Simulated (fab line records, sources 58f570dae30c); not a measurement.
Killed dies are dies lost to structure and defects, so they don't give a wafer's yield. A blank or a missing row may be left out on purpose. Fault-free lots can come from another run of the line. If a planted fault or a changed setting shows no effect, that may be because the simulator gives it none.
Which tool did it?	flow berkeleyCmos170	Sampling: 14 lots, 42 wafers, 3 of 331 route steps

## WHAT THE GAUGES SHOWED, per wafer
UCB170_PVT_OVL_MEAS_06. Usual: PVT_OVL gives 0 nm (standard deviation 5.8).
lot	measured	on	PVT_OVL (nm)	flag
L665	day 6 06:41	overlay-01	-2 -2 6	
L669	day 6 20:59	overlay-01	2 10 8	
L672	day 7 11:26	overlay-02	10 1 3	
L673	day 7 21:19	overlay-02	2 -6 8	
L675	day 9 01:41	overlay-02	-6 -18 -9	
L679	day 9 14:30	overlay-02	8 -3 4	
L680	day 9 14:44	overlay-02	-2 -5 -14	
L684	day 10 07:23	overlay-02	0 1 3	
L681	day 10 07:39	overlay-01	2 6 3	
L682	day 10 17:47	overlay-01	1 -1 -6	
L686	day 10 18:04	overlay-02	4 -7 -3	
L685	day 10 21:58	overlay-02	3 -5 -9	
L683	day 10 22:13	overlay-02	-1 -1 -5	
L687	day 11 14:41	overlay-01	0 -6 4	

UCB170_FIELD_THK_MEAS_91. Usual: FIELD_OXIDE_LEFT_2_THK gives 351 nm (standard deviation 10).
lot	measured	on	FIELD_OXIDE_LEFT_2_THK (nm)	flag
L665	day 6 07:06	filmMetro-03	353 352 354	
L669	day 6 21:23	filmMetro-01	369 363 363	
L672	day 7 11:55	filmMetro-03	355 348 347	
L673	day 7 21:47	filmMetro-04	358 366 347	
L675	day 9 02:06	filmMetro-01	358 344 355	
L679	day 9 15:02	filmMetro-01	362 346 345	
L680	day 9 15:09	filmMetro-04	345 335 355	
L684	day 10 07:47	filmMetro-04	332 346 340	
L681	day 10 08:04	filmMetro-03	359 361 362	
L682	day 10 18:26	filmMetro-03	348 338 338	
L686	day 10 18:31	filmMetro-04	324 329 334	
L685	day 10 22:30	filmMetro-01	348 341 352	
L683	day 10 22:44	filmMetro-03	348 336 342	
L687	day 11 15:09	filmMetro-01	332 338 342	

UCB170_GATE_OVL_MEAS_13. Usual: GATE_OVL gives 1 nm (standard deviation 4.9).
lot	measured	on	GATE_OVL (nm)	flag
L665	day 6 21:37	overlay-02	0 8 6	
L669	day 7 08:56	overlay-02	-9 -2 -5	
L672	day 8 07:29	overlay-02	6 4 3	
L673	day 8 18:39	overlay-01	-6 8 0	
L675	day 9 18:14	overlay-01	0 1 2	
L679	day 10 04:12	overlay-01	10 5 4	
L680	day 10 04:10	overlay-02	9 1 -6	
L684	day 10 22:27	overlay-01	11 9 5	
L681	day 10 22:06	overlay-01	5 6 7	
L682	day 11 09:16	overlay-01	-8 -4 -3	
L686	day 11 08:59	overlay-02	0 -5 -7	
L685	day 11 08:56	overlay-01	0 -8 -5	
L683	day 11 09:03	overlay-01	-2 -4 -5	
L687	day 12 01:00	overlay-01	1 1 6	

## WHICH TOOL RAN EACH LOT (tool, then ch and the chambers of the sampled wafers, then the start)
The record holds no process step before these readings.

## AS READ BY THE TOOLS THEMSELVES (means over the sampled wafers that have a number; for cases with no such wafer, the mark the record gives instead)
The record holds no such reading with a usual standard deviation.

## THE ANSWER, worked out from the rows above alone
Rule: a lot counts as off when the mean over its wafers that have a number is more than 3 standard deviations away from the usual mean. Also off: a lot with no number at a reading for which 4 or more lots have one. The other lots that the step has rows for count as sound. First the gauges in route order, then the tools' own readings, where a lot's mean is used as printed above. The first step at which some lot is off is used, and at that step the reading that is off furthest; a lot without a number counts as furthest.
No lot is off at any reading shown: from this, nothing can be told.

## WHAT THE SIMULATOR HAD PUT IN
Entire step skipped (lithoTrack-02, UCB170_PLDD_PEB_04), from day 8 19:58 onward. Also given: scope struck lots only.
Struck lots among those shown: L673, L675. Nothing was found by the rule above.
